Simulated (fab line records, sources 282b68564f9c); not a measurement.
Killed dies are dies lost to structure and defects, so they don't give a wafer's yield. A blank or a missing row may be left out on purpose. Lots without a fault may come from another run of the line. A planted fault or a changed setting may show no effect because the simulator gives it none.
A struck lot beside a sound one | flow rit_cmos | 19 steps out of a route of 202
Sound: wafers L242.1, L242.4, L242.6. Struck: wafers L246.2, L246.4, L246.6. The cause comes at the end.
At each step with rows: each side's tool, then ch and its chambers, then its first start. Under that, the readings that differ: sound wafers | struck wafers | difference of the means | sigmas: that difference in standard deviations of wafers without a fault.
alike: readings whose means differ by less than 2 such deviations, and words and numbers that are the same on both sides. not compared: withheld readings, readings that some wafer has no value for, bounds like >300 that may hide the same value, and numbers for which the record gives no deviation and whose values overlap.
The two part at a step that has a row with sigmas, a row that says differs or no value, or rows on one side only. Numbers that don't overlap but have no deviation are shown without sigmas and don't part them. A reading that every wafer of one side lacks parts them only if that side has two wafers or more.

first, 2 steps without rows for these wafers: RIT_NWELL_HARDBAKE_07 (time 120 s); RIT_NWELL_IMPLANT_08.
RIT_NWELL_STRIP_09: strips in O2, time 180 s.
  sound on plasma_asher-02 ch 0,1, day 3 06:07; struck on plasma_asher-01 ch 0,1, day 3 22:49
  alike: drypump_motor_current_A
  not compared: rf_hours_counter_h
RIT_NWELL_TW_MEAS_10:
  sound on film_metro-01, day 3 06:18; struck on film_metro-02, day 3 23:01
  alike: NWELL_TW
then, 6 steps without rows for these wafers: RIT_PWELL_HMDS_00 (prime time 60 s); RIT_PWELL_COAT_01 (resist thk 1300 nm); RIT_PWELL_SOFTBAKE_02 (time 60 s); RIT_PWELL_EXPOSE_03 (exposes mask M3, target cd 43700 nm); RIT_PWELL_PEB_04; RIT_PWELL_DEVELOP_05 (develop time 68 s).
RIT_PWELL_OVL_MEAS_06:
  sound on overlay-01, day 3 07:28; struck on overlay-02, day 3 23:56
  alike: PWELL_OVL
then, 1 step without rows for these wafers: RIT_PWELL_HARDBAKE_07 (time 120 s).
RIT_PWELL_IMPLANT_08:
  sound on implanter-01 ch 0, day 3 07:45; struck on implanter-04 ch 0, day 4 00:15
  reading       | sound                         | struck                        | difference | sigmas
  dose_ions_cm2 | 7.003e+13 7.011e+13 7.007e+13 | 6.905e+13 6.894e+13 6.876e+13 | -1.153e+12 | -14
RIT_PWELL_STRIP_09: strips in O2, time 180 s.
  sound on plasma_asher-01 ch 0,1, day 3 07:54; struck on plasma_asher-01 ch 0,1, day 4 00:22
  alike: drypump_motor_current_A
  not compared: rf_hours_counter_h
RIT_PWELL_TW_MEAS_10:
  sound on film_metro-01, day 3 08:04; struck on film_metro-04, day 4 00:34
  reading  | sound       | struck      | difference | sigmas
  PWELL_TW | 956 953 953 | 939 941 944 | -13        | -3
then, 1 step without rows for these wafers: RIT_WELLDRIVE_ANNEAL_00 (time 14700 s).
RIT_WELLDRIVE_RS_MEAS_01: measures by four-point-probe.
  sound on film_metro-02, day 3 13:13; struck on film_metro-02, day 4 07:26
  alike: NWELL_RS
RIT_WELLDRIVE_RS_MEAS_02: measures by four-point-probe.
  sound on film_metro-02, day 3 13:20; struck on film_metro-02, day 4 07:50
  reading           | sound             | struck            | difference | sigmas
  PWELL_RS (ohm/sq) | 428.2 428.5 428.5 | 433.2 433.3 433.8 | +5.0       | +5
  not compared: hold
RIT_M1_PROBE_99:
  the record has rows for the struck wafers here (prober-02, day 5 18:51) and none for the sound ones

WHERE THEY PART
First at RIT_PWELL_IMPLANT_08; last, within this record, at RIT_M1_PROBE_99.

WHY: what the simulator had put in
Process parameter drift: implanter-04, from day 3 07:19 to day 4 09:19, at RIT_PWELL_IMPLANT_08. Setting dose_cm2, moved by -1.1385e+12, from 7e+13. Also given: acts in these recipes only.
